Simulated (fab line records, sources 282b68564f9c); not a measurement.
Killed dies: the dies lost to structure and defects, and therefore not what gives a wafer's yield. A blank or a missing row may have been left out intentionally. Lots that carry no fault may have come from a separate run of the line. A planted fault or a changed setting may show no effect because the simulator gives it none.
Problem report in the 8D (eight disciplines) form, filled by code	flow rit_cmos	the parts of the form that need people (team, actions taken, sign-off) are left out

== 1. THE PROBLEM ==
RIT_CONTACT_CD_MEAS_08, cd_nm: mean 1015.6 nm on 3 wafers (1 lot); fault-free wafers 1000.7 nm, standard deviation 2.1. Relative to the usual mean, that is a shift of +7.1 standard deviations.
The step: target cd 1000 nm.
Earliest sighting: wafer L387.1 on cd_sem-02 at day 5 03:05. The record has a number at this step for 15 wafers belonging to 5 lots. Rule for "out", or "out of limits": more than 4 standard deviations from the usual mean. The other wafers with a number count as sound.

== 2. WHAT IT IS, WHAT IT ISN'T ==
question	is	is not
which readings at this step	cd_nm	-
which lots	L387	L380, L384, L393, L396
which wafers of those lots	all that have a number	-
read on which gauges	cd_sem-02	cd_sem-01
when	from day 5 03:05	up to then (6 sound wafers); but 6 sound wafers of L393, L396 came after

== 3. SUSPECTS, AND WHAT RULES EACH OUT ==
Counting: any tool at a process step up to the reading is kept as a suspect provided that every lot that is out went through it and no sound lot did after the first of them.
- ruled out: the gauge at RIT_CONTACT_CD_MEAS_08. All the wafers that are out were read on cd_sem-02, but those of them that RIT_CONTACT_EXPOSE_05 has rows for are out there too, on other tools.
- pvd_sputter-04 at RIT_SILICIDE_SPUTTER_01 (material Ti, target thk 30 nm, time 240 s): ruled out as a lasting fault. The sound lots L393, L396 went through it after L387, its earliest lot that is out (day 5 01:30).
- rtp_anneal-02 at RIT_SILICIDE_RTA_04 (time 10 s, ramp up 5 s, ramp down 5 s): ruled out as a lasting fault. The sound lots L393 went through it after L387, its earliest lot that is out (day 5 01:50).
- rtp_anneal-01 at RIT_SILICIDE_RTA_06 (time 10 s, ramp up 5 s, ramp down 10 s): ruled out as a lasting fault. The sound lots L393 went through it after L387, its earliest lot that is out (day 5 01:56).
- pecvd-01 at RIT_CONTACT_CVD_00 (deposits SiO2 from TEOS, target thk 400 nm, time 61 s): kept. It ran the lot that is out, L387 (day 5 02:01), and no sound lot after that; its last sound lot up to then is L384 (day 4 13:04).
- iline_stepper-01 at RIT_CONTACT_EXPOSE_05 (exposes mask M11, target cd 1000 nm): kept. It ran the lot that is out, L387 (day 5 02:34), and no sound lot after that; its last sound lot up to then is L384 (day 4 13:40). Its own readings are out on those wafers: exposure_dose_mJ_cm2.
Left after counting: pecvd-01 at RIT_CONTACT_CVD_00, iline_stepper-01 at RIT_CONTACT_EXPOSE_05.

== 4. THE CAUSE (what the simulator had put in) ==
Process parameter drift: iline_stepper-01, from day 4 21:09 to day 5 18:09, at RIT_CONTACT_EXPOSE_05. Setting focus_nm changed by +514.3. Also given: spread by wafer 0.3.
2 suspects survive the count, and this tool is in that group.

== 5. THE CHAIN OF EFFECTS, in route order ==
Each row: a reading whose mean over the struck wafers that have a number lies more than 3 standard deviations from the usual. Scope: only readings with a usual standard deviation given in the record; hours: median across lots of the time from each lot's start at the first step in this table that gives one to its start at this step; sigmas: change in usual standard deviations.
hours	step	reading	usual	on struck wafers	change	sigmas
0	RIT_CONTACT_EXPOSE_05	exposure_dose_mJ_cm2	250.56	248.37	-2.19	-8.8
1	RIT_CONTACT_CD_MEAS_08	cd_nm	1000.7 nm	1015.6	+14.9	+7.1
It contains these process steps:
- RIT_CONTACT_EXPOSE_05: exposes mask M11, target cd 1000 nm.
At these later measuring or inspecting steps, every struck wafer for which the step has a row has a number for every such reading, and none has moved that far: RIT_CONTACT_OVL_MEAS_09.

== 6. WHAT WOULD HAVE CAUGHT IT SOONER ==
The first out-of-limits reading at a measuring or inspecting step in this record came at day 5 03:05, 6 hours after the fault's start at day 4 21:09.
Tool's own readings at RIT_CONTACT_EXPOSE_05, exposure_dose_mJ_cm2: out on all struck wafers the step has rows for; an alarm limit on them would have tripped on the first.
The start of RIT_CONTACT_EXPOSE_05 on iline_stepper-01 came by day 5 03:05 for every one of the lots that are out (1). Tool hold at that time: it would have spared none of them.
